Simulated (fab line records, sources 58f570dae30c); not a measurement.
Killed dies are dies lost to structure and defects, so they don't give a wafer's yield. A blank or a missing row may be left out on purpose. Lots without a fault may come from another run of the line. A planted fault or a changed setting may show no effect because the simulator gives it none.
A struck lot beside a sound one | flow berkeley_cmos170 | 15 steps out of a route of 331
Sound: wafers L972.1, L972.4, L972.6. Struck: wafers L978.3, L978.4, L978.6. The cause comes at the end.
At each step with rows: each side's tool, then ch and its chambers, then its first start. Under that, the readings that differ: sound wafers | struck wafers | difference of the means | sigmas: that difference in standard deviations of wafers without a fault.
alike: readings whose means differ by less than 2 such deviations, and words and numbers that are the same on both sides. not compared: withheld readings, readings that some wafer has no value for, bounds like >300 that may hide the same value, and numbers for which the record gives no deviation and whose values overlap.
The two part at a step that has a row with sigmas, a row that says differs or no value, or rows on one side only. Numbers that don't overlap but have no deviation are shown without sigmas and don't part them. A reading that every wafer of one side lacks parts them only if that side has two wafers or more.

first, 1 step without rows for these wafers: UCB170_PWELL_DEVELOP_12 (develop time 45 s).
UCB170_PWELL_OVL_MEAS_13:
  sound on overlay-01, day 4 17:34; struck on overlay-01, day 6 10:03
  alike: PWELL_OVL
UCB170_PWELL_ETCH_14: etches Si3N4 in CH3F/Ar/O2, stops on SiO2, target depth 242 nm, time 151 s.
  sound on rie_diel-03 ch 0,1,3, day 4 17:37; struck on rie_diel-03 ch 0,3, day 6 10:05
  alike: drypump_motor_current_A, oes_product_au, throttle_valve_pct
  not compared: rf_hours_counter_h
then, 1 step without rows for these wafers: UCB170_PWELL_IMPLANT_15.
UCB170_PWELL_STRIP_16: strips in O2.
  sound on plasma_asher-03 ch 0,1, day 4 17:52; struck on plasma_asher-02 ch 0,1, day 6 10:24
  alike: drypump_motor_current_A, oes_product_au, strip_time_to_endpoint_s
  not compared: rf_hours_counter_h
UCB170_PWELL_TW_MEAS_17:
  sound on film_metro-04, day 4 17:58; struck on film_metro-04, day 6 10:29
  alike: PWELL_TW
then, 5 steps without rows for these wafers: UCB170_PWELL_CLEAN_18 (cleans in SPM, time 600 s); UCB170_PWELL_WET_ETCH_19 (etches Si3N4 in H3PO4, time 14400 s); UCB170_PWELL_WET_ETCH_20 (etches SiO2 in BOE, time 22 s); UCB170_WELLDRIVE_CLEAN_00 (cleans in SPM, time 600 s); UCB170_WELLDRIVE_OXIDATION_01 (target thk 199 nm, ox time 9000 s).
UCB170_WELLDRIVE_THK_MEAS_02:
  sound on film_metro-04, day 5 08:28; struck on film_metro-03, day 6 23:04
  alike: WELLDRIVE_OXIDE_THK
UCB170_WELLDRIVE_ANNEAL_03: time 900 s.
  sound on furnace-04 ch 0, day 5 12:49; struck on furnace-04 ch 0, day 7 01:38
  reading               | sound                | struck               | difference | sigmas
  spike_tc_centre_C (C) | 1100.9 1102.7 1104.8 | 1061.3 1061.6 1061.5 | -41.3      | -34
  spike_tc_load_C (C)   | 1121.9 1123.9 1124.1 | 1083.1 1083.0 1082.4 | -40.5      | -17
  spike_tc_source_C (C) | 1125.1 1123.9 1123.0 | 1082.5 1084.2 1082.5 | -40.9      | -19
then, 1 step without rows for these wafers: UCB170_WELLDRIVE_WET_ETCH_04 (etches SiO2 in BOE, time 120 s).
-- the record jumps here: 5 days lie between the struck wafers' starts before and after (it left off in module WELLDRIVE and takes up again in module M3, whose first step shown is number 331 of the route) --
UCB170_M3_PROBE_99:
  sound on prober-02, day 10 14:55; struck on prober-01, day 12 02:08
  reading                             | sound          | struck         | difference | sigmas
  model.etest.nwell_pinched.rs_ohm_sq | 1303 1288 1284 | 1319 1312 1308 | +21        |
  not compared: model.etest.nwell.width_nm, model.etest.diode_pplus_comb.cj_ff_um2

WHERE THEY PART
Only at UCB170_WELLDRIVE_ANNEAL_03, within this record.

WHY: what the simulator had put in
Process parameter drift: furnace-04, from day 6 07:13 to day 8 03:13, at UCB170_WELLDRIVE_ANNEAL_03. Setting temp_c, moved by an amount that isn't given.
